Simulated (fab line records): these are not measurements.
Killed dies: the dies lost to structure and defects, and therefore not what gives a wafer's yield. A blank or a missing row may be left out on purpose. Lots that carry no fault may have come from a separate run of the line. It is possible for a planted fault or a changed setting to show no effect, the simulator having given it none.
Which tool was responsible? :: flow berkeleyCmos170 :: 14 lots, 42 wafers sampled, at 5 steps of a route of 331

## WHAT EACH GAUGE READ, for each wafer
UCB170_ACTIVE_THK_MEAS_03. Usual: ACTIVE_OXIDE_THK typically reads 26.3 nm, with standard deviation 0.51.
lot: L149
measured: day 4 06:21
on: filmMetro-02
ACTIVE_OXIDE_THK (nm): 25.9 26.0 25.8
flag: 

lot: L151
measured: day 4 20:32
on: filmMetro-02
ACTIVE_OXIDE_THK (nm): 25.6 25.6 25.8
flag: 

lot: L152
measured: day 5 04:23
on: filmMetro-03
ACTIVE_OXIDE_THK (nm): 26.1 26.5 26.3
flag: 

lot: L153
measured: day 5 04:23
on: filmMetro-04
ACTIVE_OXIDE_THK (nm): 26.1 26.4 26.4
flag: 

lot: L154
measured: day 5 04:23
on: filmMetro-02
ACTIVE_OXIDE_THK (nm): 26.5 26.7 26.5
flag: 

lot: L157
measured: day 6 06:06
on: filmMetro-04
ACTIVE_OXIDE_THK (nm): 27.2 26.7 26.8
flag: 

lot: L156
measured: day 6 06:07
on: filmMetro-03
ACTIVE_OXIDE_THK (nm): 26.7 26.4 26.3
flag: 

lot: L158
measured: day 6 11:53
on: filmMetro-02
ACTIVE_OXIDE_THK (nm): 26.2 25.7 26.1
flag: 

lot: L159
measured: day 6 16:05
on: filmMetro-02
ACTIVE_OXIDE_THK (nm): 25.2 25.7 25.0
flag: 

lot: L160
measured: day 6 16:07
on: filmMetro-03
ACTIVE_OXIDE_THK (nm): 24.9 25.2 25.2
flag: 

lot: L162
measured: day 7 04:10
on: filmMetro-04
ACTIVE_OXIDE_THK (nm): 26.2 26.6 26.6
flag: 

lot: L164
measured: day 7 14:31
on: filmMetro-03
ACTIVE_OXIDE_THK (nm): 26.5 26.1 26.6
flag: 

lot: L169
measured: day 9 02:28
on: filmMetro-04
ACTIVE_OXIDE_THK (nm): 26.1 26.0 26.6
flag: 

lot: L171
measured: day 9 09:20
on: filmMetro-02
ACTIVE_OXIDE_THK (nm): 26.1 26.3 26.2
flag: 

UCB170_FIELD_THK_MEAS_91. Usual: FIELD_OXIDE_LEFT_2_THK typically reads 353 nm, with standard deviation 11.
lot: L149
measured: day 6 09:31
on: filmMetro-04
FIELD_OXIDE_LEFT_2_THK (nm): 356 357 356
flag: 

lot: L151
measured: day 7 01:25
on: filmMetro-01
FIELD_OXIDE_LEFT_2_THK (nm): 363 367 365
flag: 

lot: L152
measured: day 7 09:53
on: filmMetro-03
FIELD_OXIDE_LEFT_2_THK (nm): 365 360 375
flag: 

lot: L153
measured: day 7 10:08
on: filmMetro-04
FIELD_OXIDE_LEFT_2_THK (nm): 365 370 361
flag: 

lot: L154
measured: day 7 10:23
on: filmMetro-01
FIELD_OXIDE_LEFT_2_THK (nm): 373 369 374
flag: 

lot: L157
measured: day 8 04:43
on: filmMetro-01
FIELD_OXIDE_LEFT_2_THK (nm): 335 347 352
flag: 

lot: L156
measured: day 8 04:00
on: filmMetro-04
FIELD_OXIDE_LEFT_2_THK (nm): 374 364 370
flag: 

lot: L158
measured: day 8 16:06
on: filmMetro-04
FIELD_OXIDE_LEFT_2_THK (nm): 362 362 365
flag: 

lot: L159
measured: day 8 16:12
on: filmMetro-03
FIELD_OXIDE_LEFT_2_THK (nm): 355 355 357
flag: 

lot: L160
measured: day 8 15:56
on: filmMetro-03
FIELD_OXIDE_LEFT_2_THK (nm): 347 351 345
flag: 

lot: L162
measured: day 9 05:59
on: filmMetro-04
FIELD_OXIDE_LEFT_2_THK (nm): 356 350 354
flag: 

lot: L164
measured: day 9 20:05
on: filmMetro-03
FIELD_OXIDE_LEFT_2_THK (nm): 370 377 369
flag: 

lot: L169
measured: day 11 09:10
on: filmMetro-04
FIELD_OXIDE_LEFT_2_THK (nm): 344 339 352
flag: 

lot: L171
measured: day 11 23:32
on: filmMetro-04
FIELD_OXIDE_LEFT_2_THK (nm): 344 362 344
flag: 

UCB170_SDANNEAL_RS_MEAS_05: measures by four-point-probe. Usual: NLDD_RS typically reads 616.3 ohm/sq, with standard deviation 1.6.
lot: L149
measured: day 7 18:09
on: filmMetro-03
NLDD_RS (ohm/sq): 615.2 616.6 616.6
flag: 

lot: L151
measured: day 8 09:54
on: filmMetro-03
NLDD_RS (ohm/sq): 615.7 615.4 614.9
flag: 

lot: L152
measured: day 8 17:55
on: filmMetro-02
NLDD_RS (ohm/sq): 617.1 615.8 616.5
flag: 

lot: L153
measured: day 8 18:04
on: filmMetro-03
NLDD_RS (ohm/sq): 614.6 616.5 615.4
flag: 

lot: L154
measured: day 8 17:42
on: filmMetro-04
NLDD_RS (ohm/sq): 617.2 617.4 617.9
flag: 

lot: L157
measured: day 9 10:07
on: filmMetro-02
NLDD_RS (ohm/sq): 614.9 616.4 616.0
flag: 

lot: L156
measured: day 9 10:29
on: filmMetro-04
NLDD_RS (ohm/sq): 617.7 617.6 617.5
flag: 

lot: L158
measured: day 10 04:48
on: filmMetro-03
NLDD_RS (ohm/sq): 618.6 614.3 615.7
flag: 

lot: L159
measured: day 10 05:00
on: filmMetro-04
NLDD_RS (ohm/sq): 618.0 617.4 617.4
flag: 

lot: L160
measured: day 10 04:46
on: filmMetro-02
NLDD_RS (ohm/sq): 616.8 615.9 616.1
flag: 

lot: L162
measured: day 10 12:32
on: filmMetro-03
NLDD_RS (ohm/sq): 614.3 613.8 614.4
flag: 

lot: L164
measured: day 11 07:14
on: filmMetro-04
NLDD_RS (ohm/sq): 644.5 644.7 643.1
flag: OFF

lot: L169
measured: day 13 02:55
on: filmMetro-03
NLDD_RS (ohm/sq): 642.1 641.0 642.6
flag: OFF

lot: L171
measured: day 13 11:06
on: filmMetro-02
NLDD_RS (ohm/sq): 617.2 615.0 617.9
flag: 

## WHAT TOOL EACH LOT RAN ON (gives the tool, then ch and the chambers of the sampled wafers, and finally the start)
lot: L149
UCB170_NLDD_IMPLANT_08: implanter-04 ch 0, day 7 02:04
UCB170_SDANNEAL_RTA_00: rtpAnneal-02 ch 0, day 7 17:40

lot: L151
UCB170_NLDD_IMPLANT_08: implanter-04 ch 0, day 7 20:45
UCB170_SDANNEAL_RTA_00: rtpAnneal-02 ch 0, day 8 09:24

lot: L152
UCB170_NLDD_IMPLANT_08: implanter-04 ch 0, day 8 05:29
UCB170_SDANNEAL_RTA_00: rtpAnneal-02 ch 0, day 8 17:26

lot: L153
UCB170_NLDD_IMPLANT_08: implanter-01 ch 0, day 8 04:56
UCB170_SDANNEAL_RTA_00: rtpAnneal-01 ch 0, day 8 17:35

lot: L154
UCB170_NLDD_IMPLANT_08: implanter-01 ch 0, day 8 04:23
UCB170_SDANNEAL_RTA_00: rtpAnneal-01 ch 0, day 8 17:13

lot: L157
UCB170_NLDD_IMPLANT_08: implanter-01 ch 0, day 8 20:32
UCB170_SDANNEAL_RTA_00: rtpAnneal-02 ch 0, day 9 09:37

lot: L156
UCB170_NLDD_IMPLANT_08: implanter-01 ch 0, day 8 21:10
UCB170_SDANNEAL_RTA_00: rtpAnneal-01 ch 0, day 9 09:59

lot: L158
UCB170_NLDD_IMPLANT_08: implanter-04 ch 0, day 9 17:41
UCB170_SDANNEAL_RTA_00: rtpAnneal-02 ch 0, day 10 04:19

lot: L159
UCB170_NLDD_IMPLANT_08: implanter-01 ch 0, day 9 18:00
UCB170_SDANNEAL_RTA_00: rtpAnneal-01 ch 0, day 10 04:31

lot: L160
UCB170_NLDD_IMPLANT_08: implanter-01 ch 0, day 9 17:23
UCB170_SDANNEAL_RTA_00: rtpAnneal-01 ch 0, day 10 04:15

lot: L162
UCB170_NLDD_IMPLANT_08: implanter-01 ch 0, day 9 23:11
UCB170_SDANNEAL_RTA_00: rtpAnneal-01 ch 0, day 10 12:03

lot: L164
UCB170_NLDD_IMPLANT_08: implanter-01 ch 0, day 10 16:20
UCB170_SDANNEAL_RTA_00: rtpAnneal-01 ch 0, day 11 06:45

lot: L169
UCB170_NLDD_IMPLANT_08: implanter-01 ch 0, day 12 08:11
UCB170_SDANNEAL_RTA_00: rtpAnneal-01 ch 0, day 13 02:26

lot: L171
UCB170_NLDD_IMPLANT_08: implanter-04 ch 0, day 12 19:18
UCB170_SDANNEAL_RTA_00: rtpAnneal-02 ch 0, day 13 10:16
- UCB170_NLDD_IMPLANT_08
- UCB170_SDANNEAL_RTA_00: time 10 s.

## WHAT THE TOOLS THEMSELVES READ (means of the sampled wafers that have a number; where no wafer has one, the mark that the record gives instead)
UCB170_NLDD_IMPLANT_08. Usual: doseIonsCm2 5.001e+13, standard deviation 5.7e+10; faradayCurrentUA 159, standard deviation 3.3.
lot: L149
tool: implanter-04
doseIonsCm2: 4.995e+13
faradayCurrentUA: 159
flag: 

lot: L151
tool: implanter-04
doseIonsCm2: 5.000e+13
faradayCurrentUA: 159
flag: 

lot: L152
tool: implanter-04
doseIonsCm2: 4.999e+13
faradayCurrentUA: 158
flag: 

lot: L153
tool: implanter-01
doseIonsCm2: 4.994e+13
faradayCurrentUA: 160
flag: 

lot: L154
tool: implanter-01
doseIonsCm2: 5.000e+13
faradayCurrentUA: 161
flag: 

lot: L157
tool: implanter-01
doseIonsCm2: 5.005e+13
faradayCurrentUA: 154
flag: 

lot: L156
tool: implanter-01
doseIonsCm2: 5.002e+13
faradayCurrentUA: 159
flag: 

lot: L158
tool: implanter-04
doseIonsCm2: 5.001e+13
faradayCurrentUA: 155
flag: 

lot: L159
tool: implanter-01
doseIonsCm2: 5.002e+13
faradayCurrentUA: 158
flag: 

lot: L160
tool: implanter-01
doseIonsCm2: 4.996e+13
faradayCurrentUA: 158
flag: 

lot: L162
tool: implanter-01
doseIonsCm2: 4.999e+13
faradayCurrentUA: 160
flag: 

lot: L164
tool: implanter-01
doseIonsCm2: 4.408e+13
faradayCurrentUA: 139
flag: OFF

lot: L169
tool: implanter-01
doseIonsCm2: 4.416e+13
faradayCurrentUA: 140
flag: OFF

lot: L171
tool: implanter-04
doseIonsCm2: 5.005e+13
faradayCurrentUA: 162
flag: 

UCB170_SDANNEAL_RTA_00. Usual: lampPowerPct 26.0 %, standard deviation 0.99; wafer_temp_C_max 903.4, standard deviation 0.94.
lot: L149
tool: rtpAnneal-02
lampPowerPct (%): 25.1
wafer_temp_C_max: 903.9
flag: 

lot: L151
tool: rtpAnneal-02
lampPowerPct (%): 25.1
wafer_temp_C_max: 902.3
flag: 

lot: L152
tool: rtpAnneal-02
lampPowerPct (%): 25.1
wafer_temp_C_max: 902.5
flag: 

lot: L153
tool: rtpAnneal-01
lampPowerPct (%): 27.1
wafer_temp_C_max: 904.0
flag: 

lot: L154
tool: rtpAnneal-01
lampPowerPct (%): 27.1
wafer_temp_C_max: 903.8
flag: 

lot: L157
tool: rtpAnneal-02
lampPowerPct (%): 25.1
wafer_temp_C_max: 903.6
flag: 

lot: L156
tool: rtpAnneal-01
lampPowerPct (%): 27.1
wafer_temp_C_max: 902.8
flag: 

lot: L158
tool: rtpAnneal-02
lampPowerPct (%): 25.1
wafer_temp_C_max: 902.5
flag: 

lot: L159
tool: rtpAnneal-01
lampPowerPct (%): 27.1
wafer_temp_C_max: 904.6
flag: 

lot: L160
tool: rtpAnneal-01
lampPowerPct (%): 27.1
wafer_temp_C_max: 903.9
flag: 

lot: L162
tool: rtpAnneal-01
lampPowerPct (%): 27.1
wafer_temp_C_max: 903.6
flag: 

lot: L164
tool: rtpAnneal-01
lampPowerPct (%): 27.1
wafer_temp_C_max: 903.6
flag: 

lot: L169
tool: rtpAnneal-01
lampPowerPct (%): 27.1
wafer_temp_C_max: 904.4
flag: 

lot: L171
tool: rtpAnneal-02
lampPowerPct (%): 25.1
wafer_temp_C_max: 903.1
flag: 

## THE ANSWER, worked out from the rows above alone
Rule: a lot counts as off when the mean over its wafers that have a number is more than 3 standard deviations away from the usual mean. Also off: a lot with no number at a reading for which 4 or more lots have one. Where the step has rows for the other lots, those lots are counted as sound. The gauges are gone through in route order, then the tools' own readings, and for those a lot's mean is taken as printed above. The first step at which some lot is off is used, and at that step the reading that is off furthest; a lot without a number counts as furthest.
Off: at UCB170_SDANNEAL_RS_MEAS_05 (NLDD_RS), L164, L169.
A tool fits if, at a process step before that reading, it ran every lot that is off, and no sound lot after the first of them. Not tried: the gauges at UCB170_SDANNEAL_RS_MEAS_05; whatever is off there is also off at UCB170_NLDD_IMPLANT_08, on other tools, and gauge error can't account for it. Undecided on this evidence; 2 tools fit (implanter-01 at UCB170_NLDD_IMPLANT_08, rtpAnneal-01 at UCB170_SDANNEAL_RTA_00).

## WHAT THE SIMULATOR HAD PUT IN
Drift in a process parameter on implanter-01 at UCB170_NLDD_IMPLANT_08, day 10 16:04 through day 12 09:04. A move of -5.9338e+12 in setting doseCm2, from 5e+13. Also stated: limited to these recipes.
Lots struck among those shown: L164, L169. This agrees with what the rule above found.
